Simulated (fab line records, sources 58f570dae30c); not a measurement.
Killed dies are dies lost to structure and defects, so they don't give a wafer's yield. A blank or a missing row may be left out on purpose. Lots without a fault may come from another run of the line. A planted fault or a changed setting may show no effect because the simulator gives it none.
One fault seen from 2 desks | flow berkeley_cmos170 | each desk has only its own numbers; what lay behind them comes last

THE METROLOGY DESK
What the gauges read, lot by lot, whatever tool the lot ran on: means of the sampled wafers that have a number. A lot is out of limits, marked OUT, if its mean lies more than 4 standard deviations from the usual mean; the brackets give that distance. Of its 11 readings 7 are shown: those that lie furthest out on some lot.
Columns: A = SILICIDE_TI_RS at UCB170_SILICIDE_RS_MEAS_02, usual 27.8 ohm/sq; B = SILICIDE_TI_THK at UCB170_SILICIDE_THK_MEAS_03, usual 28.8 nm; C = cd_nm at UCB170_CONTACT_CD_MEAS_15, usual 699.8 nm; D = CONTACT_OVL at UCB170_CONTACT_OVL_MEAS_16, usual 1 nm; E = M1_AL_RS at UCB170_M1_RS_MEAS_01, usual 0.0486 ohm/sq; F = M1_AL_THK at UCB170_M1_THK_MEAS_02, usual 596 nm; G = M1_OVL at UCB170_M1_OVL_MEAS_10, usual 0 nm
lot  | first seen here | A    | B    | C     | D  | E      | F   | G
L926 | day 9 13:57     | 28.2 | 28.1 | 697.8 | 4  | 0.0482 | 602 | 0
L927 | day 9 13:57     | 27.7 | 29.0 | 699.3 | 3  | 0.0481 | 605 | -5
L934 | day 11 00:42    | 27.1 | 29.5 | 698.9 | 10 | 0.0482 | 607 | -1
L932 | day 11 00:44    | 28.0 | 28.4 | 701.1 | -2 | 0.0488 | 591 | -3
L935 | day 11 06:52    | 28.3 | 28.2 | 699.3 | 5  | 0.0486 | 597 | 2
L942 | day 12 15:51    | 28.1 | 28.6 | 699.9 | 0  | 0.0481 | 600 | -11
This desk's finding: nothing out of limits on any of the 6 lots.

THE TOOL OWNER'S DESK: rtp_anneal-02
The tool's own readings at UCB170_CONTACT_RTA_08 (time 10 s): means of the sampled wafers that have a number, for each lot that ran on this tool. A lot is out of limits, marked OUT, if its mean lies more than 4 standard deviations from the usual mean; the brackets give that distance.
Columns: A = lamp_power_pct at UCB170_CONTACT_RTA_08, usual 22.7 %; B = wafer_temp_C_max at UCB170_CONTACT_RTA_08, usual 902.2
lot  | first seen here | A    | B
L926 | day 9 17:50     | 20.8 | 902.6
L932 | day 11 03:55    | 20.9 | 901.2
L934 | day 11 04:44    | 20.9 | 902.5
This desk's finding: nothing out of limits on any of the 3 lots.

PUT TOGETHER
The metrology desk saw nothing out of limits.
The tool owner's desk saw nothing out of limits.

WHAT THE SIMULATOR HAD PUT IN
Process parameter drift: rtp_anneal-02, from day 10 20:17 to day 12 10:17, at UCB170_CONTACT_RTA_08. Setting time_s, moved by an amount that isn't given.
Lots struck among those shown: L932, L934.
